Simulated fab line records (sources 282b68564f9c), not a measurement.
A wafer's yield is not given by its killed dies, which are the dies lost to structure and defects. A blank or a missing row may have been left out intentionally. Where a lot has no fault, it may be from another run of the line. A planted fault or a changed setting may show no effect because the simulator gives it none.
fab line records ; flow ritCmos
record: lots: 5; wafers: 23
route steps=202 shown M1@196
startH: the number of hours between the record's first day and the start of the first shown wafer of the lot ; waitH: hours elapsed since this lot's preceding step ; " identical to the entry in the row above ; L1.1+2: a row that stands for several wafers ; - no value, or no start was given ; * or withheld: withheld ; < > ~ a bound
route shown NAME@n: NAME is a module with steps in the file, n the number in the route of the first one ; usual: the fault-free wafers' mean and standard deviation ; same: alike in all rows ; chamber/n: place in a boat ; sites: per-site readings ; _std_site: standard deviation of those values ; _edge_site: mean of outer sites minus mean of inner sites ; radiusMm: how far each site lies from the wafer's centre ; mask NAME#n: copy n ; behind: the last tool/chamber to shape the wafer ; hold: why the lot was held/for how many hours/how that ended ; device: which transistor (n, p or np) failed to switch ; end of line: the route-end tests of the same wafers ; step lacking rows: just its recipe ; killed: at the first sort, the dies lost to defects and structure; wafer yield is something else ; map: dies across one wafer; x = killed, . = not, _ = none there
set.NAME: the setting as run; set.NAME@STEP: as run at that earlier step ; model.NAME: the simulator's own value behind a step, which no gauge read
one table per step and one row per wafer, for lots whose settings were changed on purpose
== steps ==
step: RIT_M1_METAL_ETCH_12
recipe: stopOn: SiO2; chemistry: Cl2/BCl3; target: Al; timeS: 165; overEtchFrac: 0.5; pressureMtorr: 100; targetDepthA: 6000; rfW: 250; Cl2_flow_sccm: 60; bcl3FlowSccm: 50
lot.wafer;tool;chamber;startH;waitH;set.overEtchFrac;model.NOVOLAK_of_M1_COAT_04.thkNm
L074.1;rieMetal-01;1;57.40;0.2;0.5;815.9
L074.4;rieMetal-01;0;57.40;0.2;0.5;804
L074.5;rieMetal-01;0;57.40;0.2;0.5;803.5
L075.1;rieMetal-04;1;60.29;0.2;0.5;806
L075.2+5;rieMetal-04;0,1;60.29;0.2;0.5;-
L075.3;rieMetal-04;1;60.29;0.2;0.3776;831.7
L075.6;rieMetal-04;0;60.29;0.2;0.3776;829.6
L077.1;rieMetal-01;0;70.39;0.2;0.5;805.6
L077.2;rieMetal-01;1;70.39;0.2;0.5;816.2
L077.4;rieMetal-01;0;70.39;0.2;0.3815;829.4
L077.5;rieMetal-01;0;70.39;0.2;0.3815;829.6
L077.6;rieMetal-01;1;70.39;0.2;0.5;813.6
L079.1+2;rieMetal-03;1,0;80.06;0.2;0.5;-
L079.4;rieMetal-03;1;80.06;0.2;0.5;814.6
L079.5;rieMetal-03;1;80.06;0.2;0.5;814.7
L079.6;rieMetal-03;0;80.06;0.2;0.5;813.7
L084.1+3;rieMetal-04;1,0;104.36;0.2;0.5904;-
L084.2;rieMetal-04;0;104.36;0.2;0.5;-
L084.5;rieMetal-04;1;104.36;0.2;0.5;810.2
L084.6;rieMetal-04;0;104.36;0.2;0.5904;789.2
== key ==
split: step: RIT_M1_METAL_ETCH_12; setting: overEtchFrac; stated: 0.5; by: wafer
response: step: RIT_M1_METAL_ETCH_12; reading: model.NOVOLAK_of_M1_COAT_04.thkNm; change: -0.886; per: 1%; r: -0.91
